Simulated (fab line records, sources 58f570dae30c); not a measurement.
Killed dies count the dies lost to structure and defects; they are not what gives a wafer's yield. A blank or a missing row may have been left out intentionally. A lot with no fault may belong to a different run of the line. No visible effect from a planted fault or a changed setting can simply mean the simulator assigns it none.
Which tool did it? + flow berkeley cmos170 + Sampling: 14 lots, 42 wafers, 5 of 331 route steps

WHAT THE GAUGES SHOWED, per wafer
UCB170_NWELL_TW_MEAS_16.
| lot  | measured    | on            | NWELL_TW       |
|------|-------------|---------------|----------------|
| L576 | day 2 12:46 | film metro-04 | 1259 1265 1261 |
| L579 | day 3 00:37 | film metro-03 | 1244 1242 1247 |
| L580 | day 3 03:53 | film metro-03 | 1250 1245 1246 |
| L581 | day 3 11:49 | film metro-03 | 1250 1242 1252 |
| L582 | day 3 18:56 | film metro-04 | 1268 1258 1256 |
| L584 | day 4 01:23 | film metro-04 | 1261 1263 1263 |
| L587 | day 4 18:18 | film metro-03 | 1322 1318 1320 |
| L590 | day 5 09:10 | film metro-03 | 1251 1245 1260 |
| L592 | day 5 16:17 | film metro-04 | 1314 1318 1317 |
| L593 | day 5 19:28 | film metro-04 | 1262 1262 1257 |
| L594 | day 6 03:31 | film metro-03 | 1259 1262 1263 |
| L596 | day 6 11:58 | film metro-04 | 1253 1258 1262 |
| L597 | day 6 17:43 | film metro-03 | 1259 1256 1261 |
| L599 | day 6 23:53 | film metro-04 | 1261 1262 1259 |

UCB170_PWELL_TW_MEAS_17.
| lot  | measured    | on            | PWELL_TW          |
|------|-------------|---------------|-------------------|
| L576 | day 3 09:49 | film metro-01 | 380.4 380.2 381.4 |
| L579 | day 3 20:21 | film metro-04 | 383.0 382.8 383.7 |
| L580 | day 3 20:11 | film metro-03 | 379.4 381.6 380.7 |
| L581 | day 4 06:58 | film metro-04 | 382.0 385.7 383.1 |
| L582 | day 4 14:26 | film metro-04 | 384.3 381.5 385.4 |
| L584 | day 4 21:58 | film metro-03 | 383.9 383.2 383.2 |
| L587 | day 5 10:28 | film metro-01 | 381.5 381.4 382.8 |
| L590 | day 6 05:47 | film metro-04 | 381.7 384.4 383.2 |
| L592 | day 6 10:09 | film metro-04 | 384.7 382.5 381.8 |
| L593 | day 6 10:07 | film metro-03 | 382.7 384.5 381.8 |
| L594 | day 6 21:56 | film metro-03 | 383.0 381.2 381.7 |
| L596 | day 7 09:04 | film metro-01 | 380.3 382.3 380.3 |
| L597 | day 7 10:25 | film metro-01 | 380.2 377.9 379.2 |
| L599 | day 7 17:40 | film metro-03 | 381.6 381.8 380.4 |

UCB170_ACTIVE_CD_MEAS_13 targets a cd of 1200 nm.
| lot  | measured    | on        | cd nm (nm)           |
|------|-------------|-----------|----------------------|
| L576 | day 4 15:29 | cd sem-01 | 1197.6 1199.1 1199.1 |
| L579 | day 4 23:04 | cd sem-02 | 1202.1 1202.5 1200.6 |
| L580 | day 4 23:13 | cd sem-01 | 1199.3 1198.2 1197.0 |
| L581 | day 5 11:07 | cd sem-02 | 1201.0 1200.2 1199.4 |
| L582 | day 5 17:12 | cd sem-02 | 1198.8 1197.3 1197.8 |
| L584 | day 6 03:26 | cd sem-01 | 1200.9 1200.4 1201.0 |
| L587 | day 6 15:26 | cd sem-01 | 1198.4 1200.2 1198.8 |
| L590 | day 7 10:44 | cd sem-02 | 1199.4 1197.7 1198.7 |
| L592 | day 7 15:50 | cd sem-01 | 1199.2 1200.2 1198.7 |
| L593 | day 7 15:26 | cd sem-02 | 1198.1 1198.7 1197.4 |
| L594 | day 8 00:37 | cd sem-01 | 1197.0 1197.8 1197.6 |
| L596 | day 8 10:29 | cd sem-01 | 1201.0 1200.8 1202.1 |
| L597 | day 8 16:16 | cd sem-02 | 1200.5 1200.6 1199.3 |
| L599 | day 8 21:23 | cd sem-02 | 1199.4 1200.3 1197.9 |

TOOL THAT RAN EACH LOT (tool first, then ch and the chambers of the sampled wafers, then the start)
| lot  | UCB170_NWELL_ETCH_13              | UCB170_NWELL_IMPLANT_14        |
|------|-----------------------------------|--------------------------------|
| L576 | rie diel-01 ch 0,1, day 2 12:23   | implanter-03 ch 0, day 2 12:31 |
| L579 | rie diel-04 ch 2,3, day 3 00:15   | implanter-04 ch 0, day 3 00:23 |
| L580 | rie diel-04 ch 1,2,3, day 3 03:32 | implanter-03 ch 0, day 3 03:38 |
| L581 | rie diel-01 ch 2,3, day 3 11:27   | implanter-01 ch 0, day 3 11:34 |
| L582 | rie diel-01 ch 0,1,3, day 3 18:34 | implanter-04 ch 0, day 3 18:44 |
| L584 | rie diel-01 ch 1,2,3, day 4 01:02 | implanter-01 ch 0, day 4 01:10 |
| L587 | rie diel-02 ch 0,1,2, day 4 17:57 | implanter-01 ch 0, day 4 18:03 |
| L590 | rie diel-01 ch 0,3, day 5 08:47   | implanter-03 ch 0, day 5 08:56 |
| L592 | rie diel-02 ch 0,3, day 5 15:56   | implanter-01 ch 0, day 5 16:02 |
| L593 | rie diel-02 ch 1,2, day 5 19:05   | implanter-04 ch 0, day 5 19:14 |
| L594 | rie diel-02 ch 0,1,3, day 6 03:10 | implanter-03 ch 0, day 6 03:16 |
| L596 | rie diel-02 ch 2,3, day 6 11:35   | implanter-03 ch 0, day 6 11:46 |
| L597 | rie diel-02 ch 0,1, day 6 17:21   | implanter-03 ch 0, day 6 17:29 |
| L599 | rie diel-02 ch 0,1,2, day 6 23:32 | implanter-04 ch 0, day 6 23:38 |
- UCB170_NWELL_ETCH_13: etches Si3N4 in CH3F/Ar/O2, stops on SiO2, target depth 246.4 nm, time 154 s.
- UCB170_NWELL_IMPLANT_14

AS READ BY THE TOOLS THEMSELVES (means over the sampled wafers that have a number; for cases with no such wafer, the mark the record gives instead)
UCB170_NWELL_ETCH_13.
| lot  | tool        | drypump motor current A (A) | oes product au (a.u.) | throttle valve pct (%) |
|------|-------------|-----------------------------|-----------------------|------------------------|
| L576 | rie diel-01 | 5.9                         | 0.940                 | 8.04                   |
| L579 | rie diel-04 | 5.9                         | 0.957                 | 8.00                   |
| L580 | rie diel-04 | 6.0                         | 0.960                 | 7.92                   |
| L581 | rie diel-01 | 5.2                         | 0.943                 | 7.97                   |
| L582 | rie diel-01 | 5.7                         | 0.949                 | 7.99                   |
| L584 | rie diel-01 | 5.5                         | 0.945                 | 8.00                   |
| L587 | rie diel-02 | 5.6                         | 0.940                 | 8.10                   |
| L590 | rie diel-01 | 5.6                         | 0.930                 | 7.96                   |
| L592 | rie diel-02 | 5.4                         | 0.936                 | 8.11                   |
| L593 | rie diel-02 | 5.9                         | 0.933                 | 8.04                   |
| L594 | rie diel-02 | 5.4                         | 0.933                 | 8.14                   |
| L596 | rie diel-02 | 5.9                         | 0.930                 | 8.02                   |
| L597 | rie diel-02 | 5.5                         | 0.934                 | 8.17                   |
| L599 | rie diel-02 | 5.6                         | 0.938                 | 8.09                   |

UCB170_NWELL_IMPLANT_14.
| lot  | tool         | dose ions cm2 | faraday current uA |
|------|--------------|---------------|--------------------|
| L576 | implanter-03 | 1e+13         | 31.5               |
| L579 | implanter-04 | 1e+13         | 31.3               |
| L580 | implanter-03 | 1e+13         | 30.8               |
| L581 | implanter-01 | 1e+13         | 32.3               |
| L582 | implanter-04 | 1e+13         | 31.9               |
| L584 | implanter-01 | 1e+13         | 32.0               |
| L587 | implanter-01 | 1e+13         | 36.3               |
| L590 | implanter-03 | 1e+13         | 32.0               |
| L592 | implanter-01 | 1e+13         | 36.6               |
| L593 | implanter-04 | 1e+13         | 31.9               |
| L594 | implanter-03 | 1e+13         | 31.7               |
| L596 | implanter-03 | 1e+13         | 31.1               |
| L597 | implanter-03 | 1e+13         | 31.6               |
| L599 | implanter-04 | 1e+13         | 31.6               |

THE ANSWER, worked out from the rows above alone
Rule: usual is defined by the lots themselves. Put in order of their means at a reading, lots are off if they are a third of the lots or fewer, leave a main group of 4 or more, and stand apart from it by a gap of 3 or more times the standard deviation of the main group's means; of several such gaps the widest counts. Not used: any main group whose means are identical at the precision the tables above print for the reading. Also off: a lot with no number at a reading for which 4 or more lots have one. All remaining lots with rows at the step are treated as sound. Order of review: gauges by route order, followed by the tools' own readings, for which a lot's mean as printed above is used. The first step at which some lot is off is used, and at that step the reading that is off furthest; a lot without a number counts as furthest.
Off: at UCB170_NWELL_TW_MEAS_16 (NWELL_TW), L587, L592. Main group: mean 1256, sd 6.3.
A tool fits if, at a process step before that reading, it ran every lot that is off, and no sound lot after the first of them. The gauges at UCB170_NWELL_TW_MEAS_16 aren't tried: what is off there is off at UCB170_NWELL_IMPLANT_14 too, on other tools, and a gauge's error can't cause that. One candidate fits, namely implanter-01 at UCB170_NWELL_IMPLANT_14. Its last sound lot is L584 (day 4 01:10), its first lot that is off L587 (day 4 18:03): a fault that began between those two fits.
On the lots that are off, the tool's own readings at UCB170_NWELL_IMPLANT_14 differ by more than 5 times the standard deviation of the sound lots' means, which bears it out; faraday current uA reads 36.5 there versus 31.6 on the sound lots.

WHAT THE SIMULATOR PUT IN
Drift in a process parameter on implanter-01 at UCB170_NWELL_IMPLANT_14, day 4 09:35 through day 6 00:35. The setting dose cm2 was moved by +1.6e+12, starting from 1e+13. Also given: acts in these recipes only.
Struck lots among those shown: L587, L592. The rule above reached the same finding.
